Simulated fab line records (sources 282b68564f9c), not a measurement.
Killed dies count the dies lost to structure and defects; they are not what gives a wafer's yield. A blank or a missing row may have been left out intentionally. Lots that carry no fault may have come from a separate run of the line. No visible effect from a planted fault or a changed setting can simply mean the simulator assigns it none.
Which of the tools did it? -- flow ritCmos -- 42 wafers from 14 lots sampled at 2 of the route's 202 steps

WHAT EACH GAUGE READ, for each wafer
RIT_ACTIVE_THK_MEAS_04. Usual: ACTIVE_NITRIDE_THK 149.9 nm, standard deviation 1.4.
lot,measured,on,ACTIVE_NITRIDE_THK (nm),flag
L577,day 1 14:14,filmMetro-02,149.6 149.9 150.5,
L578,day 1 18:33,filmMetro-04,150.3 148.8 150.2,
L579,day 2 00:18,filmMetro-02,150.7 152.0 150.4,
L580,day 2 04:36,filmMetro-02,148.4 149.1 148.9,
L581,day 2 10:26,filmMetro-02,147.1 147.8 149.2,
L583,day 2 20:35,filmMetro-02,149.8 150.8 150.9,
L584,day 3 00:37,filmMetro-03,147.4 147.8 145.9,
L586,day 3 10:37,filmMetro-03,148.4 149.7 148.3,
L587,day 3 15:53,filmMetro-03,151.2 152.3 151.4,
L591,day 4 13:24,filmMetro-03,150.4 148.8 150.1,
L596,day 5 13:40,filmMetro-04,119.1 118.4 117.8,OFF
L597,day 5 17:45,filmMetro-03,121.7 120.8 120.6,OFF
L598,day 5 22:46,filmMetro-04,151.3 150.7 150.2,
L600,day 6 09:25,filmMetro-02,150.5 150.2 150.7,

EACH LOT AND THE TOOL THAT RAN IT (in order: tool; ch and the chambers of the sampled wafers; start)
lot,RIT_ACTIVE_CVD_03
L577,"lpcvd-01 ch 0, day 1 12:07"
L578,"lpcvd-02 ch 0, day 1 17:07"
L579,"lpcvd-01 ch 1, day 1 22:10"
L580,"lpcvd-02 ch 0, day 2 03:10"
L581,"lpcvd-02 ch 0, day 2 09:01"
L583,"lpcvd-01 ch 0, day 2 18:28"
L584,"lpcvd-02 ch 1, day 2 23:11"
L586,"lpcvd-02 ch 0, day 3 09:13"
L587,"lpcvd-01 ch 1, day 3 14:28"
L591,"lpcvd-02 ch 0, day 4 11:58"
L596,"lpcvd-01 ch 1, day 5 12:14"
L597,"lpcvd-01 ch 1, day 5 16:19"
L598,"lpcvd-02 ch 0, day 5 21:22"
L600,"lpcvd-02 ch 1, day 6 08:00"
- RIT_ACTIVE_CVD_03: deposits Si3N4 from SiH2Cl2/NH3, target thk 150 nm, time 1500 s.

AS READ BY THE TOOLS THEMSELVES (means over the sampled wafers that have a number; for cases with no such wafer, the mark the record gives instead)
RIT_ACTIVE_CVD_03. Usual: 149.9 sccm for nh3FlowSccm, sd 0.44.
lot,tool,nh3FlowSccm (sccm),flag
L577,lpcvd-01,150.0,
L578,lpcvd-02,149.8,
L579,lpcvd-01,150.2,
L580,lpcvd-02,150.2,
L581,lpcvd-02,150.3,
L583,lpcvd-01,149.9,
L584,lpcvd-02,150.5,
L586,lpcvd-02,149.7,
L587,lpcvd-01,149.8,
L591,lpcvd-02,150.2,
L596,lpcvd-01,150.1,
L597,lpcvd-01,150.5,
L598,lpcvd-02,149.2,
L600,lpcvd-02,149.8,

THE ANSWER, worked out from the rows above alone
Rule: a lot is off if the mean of its wafers that have a number lies more than 3 standard deviations from the usual mean. Also off: a lot with no number at a reading for which 4 or more lots have one. Any other lot the step has rows for is counted as sound. After the gauges, taken in route order, come the tools' own readings; for these a lot's mean is taken, as printed above. The first step at which some lot is off is used, and at that step the reading that is off furthest; a lot without a number counts as furthest.
Off: L596, L597, at RIT_ACTIVE_THK_MEAS_04 (ACTIVE_NITRIDE_THK).
A tool fits if, at a process step before that reading, it ran every lot that is off, and no sound lot after the first of them. Those tools and the gauges at RIT_ACTIVE_THK_MEAS_04 are tried in the same way. One fits: RIT_ACTIVE_CVD_03 on lpcvd-01. A fault onset in the window from L587 (day 3 14:28, its last sound lot) to L596 (day 5 12:14, its first lot off) fits.

WHAT THE SIMULATOR HAD INSERTED
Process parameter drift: lpcvd-01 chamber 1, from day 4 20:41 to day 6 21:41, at RIT_ACTIVE_CVD_03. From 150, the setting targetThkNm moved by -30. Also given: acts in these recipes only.
Lots struck among those shown: L596, L597. This agrees with what the rule above found.
